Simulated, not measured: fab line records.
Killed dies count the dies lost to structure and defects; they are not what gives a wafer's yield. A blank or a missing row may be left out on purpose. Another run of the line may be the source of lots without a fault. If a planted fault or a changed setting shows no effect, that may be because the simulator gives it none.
Which tool did it?	flow ritCmos	13 lots with 39 wafers sampled at 2 steps, on a route of 202 steps

== WHAT THE GAUGES READ, wafer by wafer ==
RIT_GATE_CD_MEAS_16: the cd target is 150 nm. Usual: 150.6 nm for cdNm, sd 2.1.
lot	measured	on	cdNm (nm)	flag
L907	day 2 13:26	cdSem-02	149.4 150.9 149.1	
L908	day 2 19:15	cdSem-01	151.0 151.8 151.7	
L909	day 3 01:15	cdSem-02	148.8 149.6 150.2	
L910	day 3 04:16	cdSem-02	147.6 148.7 146.4	
L911	day 3 09:40	cdSem-02	148.9 149.2 151.0	
L913	day 3 18:37	cdSem-01	147.6 149.2 150.3	
L915	day 4 05:00	cdSem-02	148.5 147.1 149.3	
L916	day 4 10:37	cdSem-01	152.3 150.5 149.2	
L918	day 4 20:50	cdSem-02	149.4 148.8 148.8	
L919	day 4 23:59	cdSem-02	149.6 150.0 149.4	
L921	day 5 11:08	cdSem-02	191.8 191.2 192.7	OFF
L925	day 6 06:28	cdSem-01	148.1 147.0 147.5	
L926	day 6 11:03	cdSem-02	155.6 153.5 156.1	

== WHICH TOOL RAN EACH LOT (tool, then ch and the chambers of the sampled wafers, then the start) ==
lot	RIT_GATE_EXPOSE_13
L907	ilineStepper-01 ch 0, day 2 13:02
L908	ilineStepper-02 ch 0, day 2 18:51
L909	ilineStepper-01 ch 0, day 3 00:51
L910	ilineStepper-02 ch 0, day 3 03:52
L911	ilineStepper-01 ch 0, day 3 09:16
L913	ilineStepper-02 ch 0, day 3 18:13
L915	ilineStepper-02 ch 0, day 4 04:29
L916	ilineStepper-01 ch 0, day 4 10:13
L918	ilineStepper-01 ch 0, day 4 20:26
L919	ilineStepper-02 ch 0, day 4 23:35
L921	ilineStepper-01 ch 0, day 5 10:44
L925	ilineStepper-01 ch 0, day 6 06:04
L926	ilineStepper-01 ch 0, day 6 10:39
- RIT_GATE_EXPOSE_13: exposes mask M6, target cd 150 nm.

== AS READ BY THE TOOLS THEMSELVES (means over the sampled wafers that have a number; for cases with no such wafer, the mark the record gives instead) ==
RIT_GATE_EXPOSE_13. Usual: reticleTempC 23.01 C, standard deviation 0.1; stageVelMmS 500.01 mm/s, standard deviation 0.25.
lot	tool	reticleTempC (C)	stageVelMmS (mm/s)	flag
L907	ilineStepper-01	22.89	499.99	
L908	ilineStepper-02	23.06	499.62	
L909	ilineStepper-01	23.02	500.00	
L910	ilineStepper-02	22.99	500.26	
L911	ilineStepper-01	23.10	499.98	
L913	ilineStepper-02	23.15	500.08	
L915	ilineStepper-02	22.90	499.99	
L916	ilineStepper-01	23.03	500.19	
L918	ilineStepper-01	22.93	499.85	
L919	ilineStepper-02	22.96	499.87	
L921	ilineStepper-01	22.98	500.15	
L925	ilineStepper-01	22.98	499.81	
L926	ilineStepper-01	23.02	500.15	

== THE ANSWER, worked out from the rows above alone ==
Rule: take the mean of a lot's wafers that have a number; if it is more than 3 standard deviations from the usual mean, the lot is off. A lot without any number at a reading at which 4 lots or more have one is off too. Any other lot the step has rows for is counted as sound. Order of review: gauges by route order, followed by the tools' own readings, for which a lot's mean as printed above is used. At the first step where some lot is off, the reading lying furthest off is the one used; lots without a number count as furthest.
Off, at RIT_GATE_CD_MEAS_16 on cdNm: L921.
If a tool, at a process step before that reading, ran all the lots that are off and no sound lot after the first of them, it fits. Those tools and the gauges at RIT_GATE_CD_MEAS_16 are tried in the same way. No candidate that was tried fits.

== WHAT THE SIMULATOR HAD INSERTED ==
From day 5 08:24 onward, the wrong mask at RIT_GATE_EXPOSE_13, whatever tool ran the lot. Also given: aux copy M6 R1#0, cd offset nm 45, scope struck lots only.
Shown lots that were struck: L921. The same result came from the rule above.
